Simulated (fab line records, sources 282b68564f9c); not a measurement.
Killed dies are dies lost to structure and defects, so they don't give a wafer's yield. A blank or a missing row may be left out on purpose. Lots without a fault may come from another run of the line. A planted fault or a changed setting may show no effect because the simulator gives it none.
fab line records | flow rit_cmos
record lots=14 wafers=42 last_day=7
route steps=202 shown NRETRO@61
lots that met no fault: from a run of the same line without faults
start_h: hours from the record's first day to the start of the lot's first wafer shown | wait_h: hours since the lot's step before | " the same as in the row above | L1.1+2: a row that stands for several wafers | - no value, or no start given | * or withheld: withheld | < > ~ a bound
route shown NAME@n: a module of which the file shows steps, and the number in the route of the first | usual: mean/standard deviation of fault-free wafers | same: alike in all rows | chamber/n: place in a boat | sites: the reading at each site | _std_site: their standard deviation | _edge_site: outer sites' mean less inner sites' | radius_mm: how far each site lies from the wafer's centre | mask NAME#n: copy n | behind: the tool/chamber that last shaped the wafer | hold: why the lot was held/for how many hours/how that ended | device: the transistor (n, p or np) that didn't switch | end of line: the same wafers' tests at the end of the route | a step without rows: its recipe alone | killed: dies lost to structure and defects at the first sort, not the wafer's yield | map: a wafer's dies, x killed, . not, _ none there
set.NAME: the setting as run; set.NAME@STEP: as run at that earlier step | model.NAME: the simulator's own value behind a step, which no gauge read
steps of the route over a sample of lots; a table a step, a row a wafer
services: from which hour (start_h, from the record's first day; less than 0 if before it) a tool's chamber was out of use, for how many hours, and why
## steps
# step RIT_NRETRO_IMPLANT_08
# recipe species=P energy_kev=70 dose_cm2=1e+13 tilt_deg=7
# usual beam_energy_keV=69.995/0.024 faraday_current_uA=31.8/0.62 tilt_deg=6.996/0.019
# columns lot.wafer tool chamber start_h wait_h beam_energy_keV faraday_current_uA tilt_deg
L736.2 implanter-03 0 29.80 0.2 69.970 31.9 7.013
L736.3 " 0 " " 69.971 30.5 7.016
L736.5 " 0 " " 69.990 33.5 7.018
L737.4 implanter-02 0 34.66 0.2 69.956 31.9 6.981
L737.5 " 0 " " 69.926 31.4 6.985
L737.6 " 0 " " 69.946 32.0 6.969
L739.2 implanter-04 0 45.39 0.2 69.986 32.6 6.994
L739.3 " 0 " " 69.990 31.0 6.991
L739.5 " 0 " " 70.001 30.8 6.974
L740.1 implanter-04 0 49.70 0.2 70.017 32.4 7.016
L740.4 " 0 " " 70.011 31.3 6.984
L740.6 " 0 " " 70.041 32.1 6.971
L741.2 implanter-02 0 54.41 0.2 70.007 32.3 6.976
L741.3 " 0 " " 69.998 32.3 6.991
L741.4 " 0 " " 70.002 33.0 7.004
L742.2 implanter-04 0 59.11 0.2 70.020 32.1 6.992
L742.3 " 0 " " 69.988 31.1 6.994
L742.4 " 0 " " 70.026 32.6 6.983
L743.1 implanter-03 0 64.56 0.2 70.009 31.6 6.954
L743.3 " 0 " " 69.997 31.5 6.952
L743.6 " 0 " " 69.998 30.9 6.992
L744.4 implanter-04 0 70.19 0.2 69.950 31.6 7.016
L744.5 " 0 " " 69.999 32.2 7.000
L744.6 " 0 " " 69.951 31.1 7.003
L746.1 implanter-04 0 79.95 0.2 70.006 31.8 6.991
L746.2 " 0 " " 69.986 31.4 6.999
L746.3 " 0 " " 70.015 31.4 6.969
L747.4 implanter-04 0 84.97 0.2 69.996 32.5 6.976
L747.5 " 0 " " 70.008 32.2 7.002
L747.6 " 0 " " 69.973 32.7 6.969
L750.3 implanter-04 0 100.45 0.2 79.118 32.2 7.024
L750.4 " 0 " " 79.124 32.0 6.999
L750.5 " 0 " " 79.116 31.8 7.017
L753.1 implanter-04 0 116.29 0.2 79.098 31.2 7.009
L753.3 " 0 " " 79.093 32.3 6.990
L753.6 " 0 " " 79.097 31.6 6.983
L756.1 implanter-03 0 130.69 0.2 70.000 31.8 7.016
L756.3 " 0 " " 70.005 31.9 7.008
L756.4 " 0 " " 70.047 32.0 7.002
L758.3 implanter-03 0 140.45 0.2 69.986 32.2 6.983
L758.4 " 0 " " 70.000 32.6 6.964
L758.6 " 0 " " 69.990 32.8 6.971
# step RIT_NRETRO_TW_MEAS_10
# usual NRETRO_TW=1042/6.3
# columns lot.wafer tool chamber start_h wait_h NRETRO_TW
L736.2 film_metro-03 - 30.11 0.1 1055
L736.3 " - " " 1054
L736.5 " - " " 1050
L737.4 film_metro-04 - 34.94 0.1 1046
L737.5 " - " " 1053
L737.6 " - " " 1046
L739.2 film_metro-04 - 45.70 0.1 1046
L739.3 " - " " 1046
L739.5 " - " " 1050
L740.1 film_metro-03 - 50.03 0.1 1052
L740.4 " - " " 1047
L740.6 " - " " 1048
L741.2 film_metro-04 - 54.72 0.1 1027
L741.3 " - " " 1032
L741.4 " - " " 1033
L742.2 film_metro-04 - 59.42 0.1 1028
L742.3 " - " " 1034
L742.4 " - " " 1033
L743.1 film_metro-02 - 64.88 0.1 1035
L743.3 " - " " 1038
L743.6 " - " " 1037
L744.4 film_metro-02 - 70.47 0.1 1046
L744.5 " - " " 1040
L744.6 " - " " 1036
L746.1 film_metro-04 - 80.28 0.1 1040
L746.2 " - " " 1031
L746.3 " - " " 1034
L747.4 film_metro-03 - 85.25 0.1 1043
L747.5 " - " " 1050
L747.6 " - " " 1044
L750.3 film_metro-04 - 100.75 0.1 1068
L750.4 " - " " 1074
L750.5 " - " " 1070
L753.1 film_metro-04 - 116.62 0.1 1072
L753.3 " - " " 1073
L753.6 " - " " 1071
L756.1 film_metro-02 - 131.01 0.1 1041
L756.3 " - " " 1040
L756.4 " - " " 1045
L758.3 film_metro-04 - 140.75 0.1 1041
L758.4 " - " " 1039
L758.6 " - " " 1039
## services
# columns tool chamber start_h hours kind
implanter-02 - 10.29 3.3 repair
implanter-02 - 40.80 2.6 repair
## key
first_sign step=RIT_NRETRO_IMPLANT_08 reading=beam_energy_keV direction=up sigmas=99+ usual=69.995 struck=79.108
effect step=RIT_NRETRO_TW_MEAS_10 reading=NRETRO_TW direction=up sigmas=4.7 usual=1042 struck=1072
met_at RIT_NRETRO_IMPLANT_08
struck_lots L750,L753
tester_left_out L750,L753
onset_between 84.97 100.45
fault kind=process_parameter_drift tool=implanter-04 chamber=- onset_h=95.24 steps=RIT_NRETRO_IMPLANT_08 channel=energy_kev offset=9.1 shape=step end_h=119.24 acts_in=these_recipes_only stated=70
# tester_left_out: of these lots the tester's yield and bins aren't shown, on N5 and GAA mostly nor the transistor test; their killed dies are dies lost to structure and defects alone, not to doping, threshold or leakage, so they don't give the yield
